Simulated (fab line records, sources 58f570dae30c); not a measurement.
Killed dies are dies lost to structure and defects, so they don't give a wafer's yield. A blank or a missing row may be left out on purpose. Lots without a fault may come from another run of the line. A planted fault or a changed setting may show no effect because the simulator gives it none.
A struck lot beside a sound one | flow berkeley_cmos170 | 19 steps out of a route of 331
Sound: wafers L841.2, L841.5, L841.6. Struck: wafers L846.1, L846.3, L846.5. The cause comes at the end.
At each step with rows: each side's tool, then ch and its chambers, then its first start. Under that, the readings that differ: sound wafers | struck wafers | difference of the means | sigmas: that difference in standard deviations of wafers without a fault.
alike: readings whose means differ by less than 2 such deviations, and words and numbers that are the same on both sides. not compared: withheld readings, readings that some wafer has no value for, bounds like >300 that may hide the same value, and numbers for which the record gives no deviation and whose values overlap.
The two part at a step that has a row with sigmas, a row that says differs or no value, or rows on one side only. Numbers that don't overlap but have no deviation are shown without sigmas and don't part them. A reading that every wafer of one side lacks parts them only if that side has two wafers or more.

first, 4 steps without rows for these wafers: UCB170_PLDD_SOFTBAKE_02 (time 60 s); UCB170_PLDD_EXPOSE_03 (exposes mask PSELECT, target cd 1200 nm); UCB170_PLDD_PEB_04; UCB170_PLDD_DEVELOP_05 (develop time 45 s).
UCB170_PLDD_CD_MEAS_06: target cd 1200 nm.
  sound on cd_sem-02, day 8 09:44; struck on cd_sem-02, day 9 13:22
  alike: cd_nm
UCB170_PLDD_OVL_MEAS_07:
  sound on overlay-02, day 8 09:50; struck on overlay-01, day 9 13:29
  alike: PLDD_OVL
then, 2 steps without rows for these wafers: UCB170_PLDD_IMPLANT_08; UCB170_PLDD_IMPLANT_09.
UCB170_PLDD_STRIP_10: strips in O2.
  sound on plasma_asher-02 ch 0,1, day 8 10:10; struck on plasma_asher-04 ch 0,1, day 9 13:49
  alike: drypump_motor_current_A, oes_product_au, strip_time_to_endpoint_s
  not compared: rf_hours_counter_h
UCB170_PLDD_TW_MEAS_11:
  sound on film_metro-01, day 8 10:17; struck on film_metro-01, day 9 13:55
  alike: PLDD_TW
then, 2 steps without rows for these wafers: UCB170_PLDD_CLEAN_12 (cleans in SPM, time 600 s); UCB170_NLDD_HMDS_00 (prime time 60 s).
UCB170_NLDD_COAT_01: resist thk 900 nm.
  sound on litho_track-04 ch 0, day 8 10:56; struck on litho_track-04, day 9 14:22
  no value came back on the struck wafers for chill_plate_temp_C (C), dispense_pressure_kPa (kPa); on the sound wafers chill_plate_temp_C (C) reads 23.03 23.13 23.04
then, 4 steps without rows for these wafers: UCB170_NLDD_SOFTBAKE_02 (time 60 s); UCB170_NLDD_EXPOSE_03 (exposes mask NSELECT, target cd 1200 nm); UCB170_NLDD_PEB_04; UCB170_NLDD_DEVELOP_05 (develop time 45 s).
UCB170_NLDD_CD_MEAS_06: target cd 1200 nm.
  sound on cd_sem-01, day 8 12:02; struck on cd_sem-01, day 9 15:13
  reading    | sound                | struck | difference                    | sigmas
  cd_nm (nm) | 1201.2 1199.8 1200.4 | - - -  | no value on the struck wafers |
UCB170_NLDD_OVL_MEAS_07:
  sound on overlay-01, day 8 12:08; struck on overlay-01, day 9 15:20
  reading       | sound   | struck | difference                    | sigmas
  NLDD_OVL (nm) | -2 6 -3 | - - -  | no value on the struck wafers |

WHERE THEY PART
First at UCB170_NLDD_COAT_01; last, within this record, at UCB170_NLDD_OVL_MEAS_07.

WHY: what the simulator had put in
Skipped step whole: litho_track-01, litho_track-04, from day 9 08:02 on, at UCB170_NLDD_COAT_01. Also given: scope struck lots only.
